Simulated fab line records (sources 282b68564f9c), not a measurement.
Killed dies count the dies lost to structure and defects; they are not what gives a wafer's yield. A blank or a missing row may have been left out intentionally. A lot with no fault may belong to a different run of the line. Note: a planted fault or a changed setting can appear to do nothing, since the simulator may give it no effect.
Split-lot study	flow rit cmos	5 lots, 23 wafers read, on a route of 202 steps

## THE SPLIT ITSELF
At RIT_PRETRO_COAT_01 (resist thk 1300 nm), the setting spin rpm was moved away from the recipe's 2000 rpm on 11 of the 23 wafers read, by -5.7% to -2.8%. This setting was run at the recipe's value on the other wafers.

The reading is taken at the split's own step.

## THE READING
NOVOLAK_of_PRETRO_COAT_01.thk nm (the simulator's own value, which no gauge read), in nm, at RIT_PRETRO_COAT_01 (resist thk 1300 nm). The file gives no usual value for it. The 12 wafers here that ran the recipe average 1302 nm, standard deviation 1.9 nm.

wafer	tool, chamber at the split	spin rpm as run, rpm	against the recipe	NOVOLAK_of_PRETRO_COAT_01.thk nm, nm	against lot-mates on the recipe
L080.1	litho track-02, 0	2000	recipe	1303	-
L080.2	litho track-02, 0	1933	-3.3%	1323	+20
L080.3	litho track-02, 0	1933	-3.3%	1323	+20
L080.6	litho track-02, 0	1933	-3.3%	1323	+20
L080.4	litho track-02, 0	2000	recipe	1302	-
L081.1	litho track-01, 0	2000	recipe	1303	-
L081.2	litho track-01, 0	1886	-5.7%	1342	+40
L081.5	litho track-01, 0	1886	-5.7%	1342	+40
L081.3	litho track-01, 0	1886	-5.7%	1346	+44
L081.4	litho track-01, 0	2000	recipe	1301	-
L083.1	litho track-02, 0	1932	-3.4%	1324	+22
L083.6	litho track-02, 0	1932	-3.4%	1324	+22
L083.2	litho track-02, 0	2000	recipe	1304	-
L083.4	litho track-02, 0	2000	recipe	1301	-
L083.5	litho track-02, 0	1932	-3.4%	1326	+24
L084.3	litho track-04, 0	2000	recipe	1305	-
L084.4	litho track-04, 0	2000	recipe	1299	-
L084.6	litho track-04, 0	2000	recipe	1299	-
L085.2	litho track-04, 0	1943	-2.8%	1323	+20
L085.4	litho track-04, 0	1943	-2.8%	1323	+20
L085.3	litho track-04, 0	2000	recipe	1304	-
L085.6	litho track-04, 0	2000	recipe	1304	-
L085.5	litho track-04, 0	2000	recipe	1301	-

FIT RESULTS
A straight line over all 23 wafers: NOVOLAK_of_PRETRO_COAT_01.thk nm changes by -6.99 nm for each +1% of spin rpm; r = -0.99; the points scatter about the line by 2 nm.
The same after taking each lot's own level away (the mean of its wafers on the recipe; 23 wafers): -6.96 nm for each +1%; r = -0.99; scatter 2 nm.
Per that fit: largest spin rpm move, reading shift of 40 nm.
The span of the lots' own levels, 1301.0 to 1303.0 nm, comes to 1.0 times the standard deviation stated above.
The two slopes are in agreement: the lot-to-lot level therefore moves the slope only a little.
Check: +39.2 nm against its lot-mates is what the line predicts for one of the wafers moved furthest among these (-5.7%) when that wafer is left out of the fit. Against them it came out at +40 nm.

## THESE WAFERS: OTHER SPLITS
Before the reading, these wafers also passed through other splits. Each is held against what the fit with the lots' levels taken away leaves over:
other split on the same wafers	wafers away from the commonest value	r with NOVOLAK_of_PRETRO_COAT_01.thk nm (lot level and that fit taken away)
RIT_ACTIVE_CVD_03 time s	18	+0.42
RIT_ACTIVE_COAT_06 resist thk nm	11	-0.05
RIT_ACTIVE_ETCH_13 time s	10	+0.34
RIT_FOX2_OXIDATION_00 temp c	15	-0.17
RIT_NWELL_IMPLANT_08 dose cm2	10	+0.36
RIT_PWELL_DEVELOP_05 dev temp c	9	+0.18
RIT_NRETRO_SOFTBAKE_02 temp c	8	-0.24

## THE FILE'S OWN FIT
NOVOLAK_of_PRETRO_COAT_01.thk nm changes by -6.86 nm for each +1% of spin rpm, r = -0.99.
